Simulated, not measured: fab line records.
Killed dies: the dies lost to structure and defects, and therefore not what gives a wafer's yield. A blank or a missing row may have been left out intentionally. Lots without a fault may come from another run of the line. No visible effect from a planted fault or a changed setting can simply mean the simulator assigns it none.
The tool behind it: which one? | flow berkeley-cmos170 | 7 lots with 21 wafers sampled at 2 steps, on a route of 331 steps

## WHAT THE GAUGES READ, wafer by wafer
UCB170_V1_CD_MEAS_12 targets a cd of 700 nm.
lot  | measured     | on        | cd-nm (nm)
L102 | day 7 18:23  | cd-sem-01 | 701.7 702.0 702.0
L104 | day 8 13:29  | cd-sem-01 | 700.2 699.8 699.9
L106 | day 8 13:49  | cd-sem-02 | 701.3 701.1 701.0
L109 | day 9 13:03  | cd-sem-02 | 701.3 702.7 701.2
L113 | day 9 18:05  | cd-sem-01 | 701.1 700.2 700.0
L117 | day 10 14:25 | cd-sem-01 | 682.7 683.5 682.3
L124 | day 11 18:35 | cd-sem-01 | 699.7 699.6 699.9

## WHICH TOOL RAN EACH LOT (tool, then ch and the chambers of the sampled wafers, then the start)
lot  | UCB170_V1_PEB_10
L102 | litho-track-01 ch 0, day 7 18:07
L104 | litho-track-01 ch 0, day 8 13:11
L106 | litho-track-03 ch 0, day 8 13:32
L109 | litho-track-03 ch 0, day 9 12:46
L113 | litho-track-02 ch 0, day 9 17:49
L117 | litho-track-02 ch 0, day 10 14:04
L124 | litho-track-03 ch 0, day 11 18:19
- UCB170_V1_PEB_10

## THE ANSWER, worked out from the rows above alone
Rule: the usual values come from the lots themselves. The widest of any qualifying gaps counts: lots, ordered by their means at a reading, are off when they make up no more than a third of the lots, leave a main group of 4 or more, and stand apart from it by 3 or more times the standard deviation of that group's means. A main group is skipped when, at the precision printed for the reading in the tables above, its means are all equal. A lot without any number at a reading at which 4 lots or more have one is off too. Any other lot the step has rows for is counted as sound.
Off: L117 (UCB170_V1_CD_MEAS_12, cd-nm). For the main group the mean is 700.8 nm and the standard deviation 0.83.
If a tool, at a process step before that reading, ran all the lots that are off and no sound lot after the first of them, it fits. The gauges at UCB170_V1_CD_MEAS_12 are tried like those tools. One fits: litho-track-02 at UCB170_V1_PEB_10. Its last sound lot is L113 (day 9 17:49), its first lot that is off L117 (day 10 14:04): a fault that began between those two fits.

## WHAT THE SIMULATOR HAD INSERTED
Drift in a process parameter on litho-track-02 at UCB170_V1_PEB_10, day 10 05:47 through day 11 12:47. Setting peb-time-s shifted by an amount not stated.
Lots struck among those shown: L117. This agrees with what the rule above found.
